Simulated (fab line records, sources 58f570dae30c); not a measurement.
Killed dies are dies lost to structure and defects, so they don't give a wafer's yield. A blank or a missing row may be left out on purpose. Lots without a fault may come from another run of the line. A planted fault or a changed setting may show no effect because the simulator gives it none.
A struck lot beside a sound one | flow berkeley_cmos170 | 28 steps out of a route of 331
Sound: wafers L945.1, L945.3, L945.6. Struck: wafers L955.1, L955.5. (L955.4 of the same lot was not struck and is left out.) The cause comes at the end.
At each step with rows: each side's tool, then ch and its chambers, then its first start. Under that, the readings that differ: sound wafers | struck wafers | difference of the means | sigmas: that difference in standard deviations of wafers without a fault.
alike: readings whose means differ by less than 2 such deviations, and words and numbers that are the same on both sides. not compared: withheld readings, readings that some wafer has no value for, bounds like >300 that may hide the same value, and numbers for which the record gives no deviation and whose values overlap.
The two part at a step that has a row with sigmas, a row that says differs or no value, or rows on one side only. Numbers that don't overlap but have no deviation are shown without sigmas and don't part them. A reading that every wafer of one side lacks parts them only if that side has two wafers or more.

UCB170_ACTIVE_THK_MEAS_03:
  sound on film_metro-01, day 5 17:31; struck on film_metro-04, day 6 23:23
  alike: ACTIVE_OXIDE_THK
then, 2 steps without rows for these wafers: UCB170_ACTIVE_ANNEAL_04 (time 900 s); UCB170_ACTIVE_CVD_05 (deposits Si3N4 from SiH2Cl2/NH3, target thk 220 nm, time 3300 s).
UCB170_ACTIVE_THK_MEAS_06:
  sound on film_metro-01, day 6 01:37; struck on film_metro-02, day 7 08:55
  alike: ACTIVE_NITRIDE_THK
then, 6 steps without rows for these wafers: UCB170_ACTIVE_HMDS_07 (prime time 60 s); UCB170_ACTIVE_COAT_08 (resist thk 900 nm); UCB170_ACTIVE_SOFTBAKE_09 (time 60 s); UCB170_ACTIVE_EXPOSE_10 (exposes mask ACTIVE, target cd 1200 nm); UCB170_ACTIVE_PEB_11; UCB170_ACTIVE_DEVELOP_12 (develop time 45 s).
UCB170_ACTIVE_CD_MEAS_13: target cd 1200 nm.
  sound on cd_sem-02, day 6 03:29; struck on cd_sem-02, day 7 11:47
  alike: cd_nm
UCB170_ACTIVE_OVL_MEAS_14:
  sound on overlay-02, day 6 03:37; struck on overlay-02, day 7 11:54
  alike: ACTIVE_OVL
UCB170_ACTIVE_ETCH_15: etches Si3N4 in CH3F/Ar/O2, stops on SiO2, target depth 242 nm, time 151 s.
  sound on rie_diel-02 ch 2,3, day 6 03:38; struck on rie_diel-03 ch 1, day 7 11:56
  reading                                       | sound             | struck      | difference | sigmas
  oes_product_au (a.u.)                         | 0.948 0.935 0.951 | 0.906 0.907 | -0.038     | -3
  rf_fwd_power_W (W)                            | 447.9 448.6 447.9 | 522.7 521.3 | +73.9      | +57
  model.KrF_of_ACTIVE_COAT_08.thk_nm (nm)       | 725.9 729.7 723.5 | 706.7 703.7 | -21.2      |
  model.SiO2_of_ACTIVE_OXIDATION_02.thk_nm (nm) | 22 22.27 21.87    | 18.78 18.31 | -3.50      |
  alike: drypump_motor_current_A, throttle_valve_pct
  not compared: rf_hours_counter_h
UCB170_ACTIVE_STRIP_16: strips in O2.
  sound on plasma_asher-02 ch 0, day 6 03:44; struck on plasma_asher-01 ch 0, day 7 12:02
  reading                      | sound             | struck      | difference | sigmas
  strip_time_to_endpoint_s (s) | 18.12 18.21 18.05 | 17.66 17.60 | -0.50      | -6
  alike: drypump_motor_current_A, oes_product_au
  not compared: rf_hours_counter_h
UCB170_ACTIVE_CD_MEAS_90: target cd 1200 nm.
  sound on cd_sem-02, day 6 03:54; struck on cd_sem-01, day 7 12:08
  alike: cd_nm
then, 7 steps without rows for these wafers: UCB170_ACTIVE_CLEAN_17 (cleans in SPM, time 600 s); UCB170_PFIELD_HMDS_00 (prime time 60 s); UCB170_PFIELD_COAT_01 (resist thk 900 nm); UCB170_PFIELD_SOFTBAKE_02 (time 60 s); UCB170_PFIELD_EXPOSE_03 (exposes mask PFIELD, target cd 1500 nm); UCB170_PFIELD_PEB_04; UCB170_PFIELD_DEVELOP_05 (develop time 45 s).
UCB170_PFIELD_OVL_MEAS_06:
  sound on overlay-01, day 6 09:00; struck on overlay-02, day 7 17:58
  alike: PFIELD_OVL
then, 1 step without rows for these wafers: UCB170_PFIELD_IMPLANT_07.
UCB170_PFIELD_STRIP_08: strips in O2.
  sound on plasma_asher-03 ch 0, day 6 09:11; struck on plasma_asher-02 ch 0,1, day 7 18:08
  alike: drypump_motor_current_A, oes_product_au, strip_time_to_endpoint_s
  not compared: rf_hours_counter_h
UCB170_PFIELD_TW_MEAS_09:
  sound on film_metro-01, day 6 09:17; struck on film_metro-02, day 7 18:14
  reading   | sound       | struck  | difference | sigmas
  PFIELD_TW | 607 609 604 | 599 598 | -8         | -2
UCB170_FIELD_CLEAN_00: cleans in dHF, time 7.5 s.
  sound on wet_bench-01 ch 2, day 6 09:21; struck on wet_bench-01 ch 1, day 7 18:19
  reading                                       | sound            | struck      | difference | sigmas
  model.SiO2_of_ACTIVE_OXIDATION_02.thk_nm (nm) | 20.54 20.8 20.41 | 17.35 16.89 | -3.46      |
then, 1 step without rows for these wafers: UCB170_FIELD_OXIDATION_01 (target thk 558.3 nm, ox time 7200 s).

WHERE THEY PART
First at UCB170_ACTIVE_ETCH_15; last, within this record, at UCB170_PFIELD_TW_MEAS_09.

WHY: what the simulator had put in
Process parameter drift: rie_diel-03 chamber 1, from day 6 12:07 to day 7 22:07, at UCB170_ACTIVE_ETCH_15. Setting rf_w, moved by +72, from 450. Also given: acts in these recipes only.
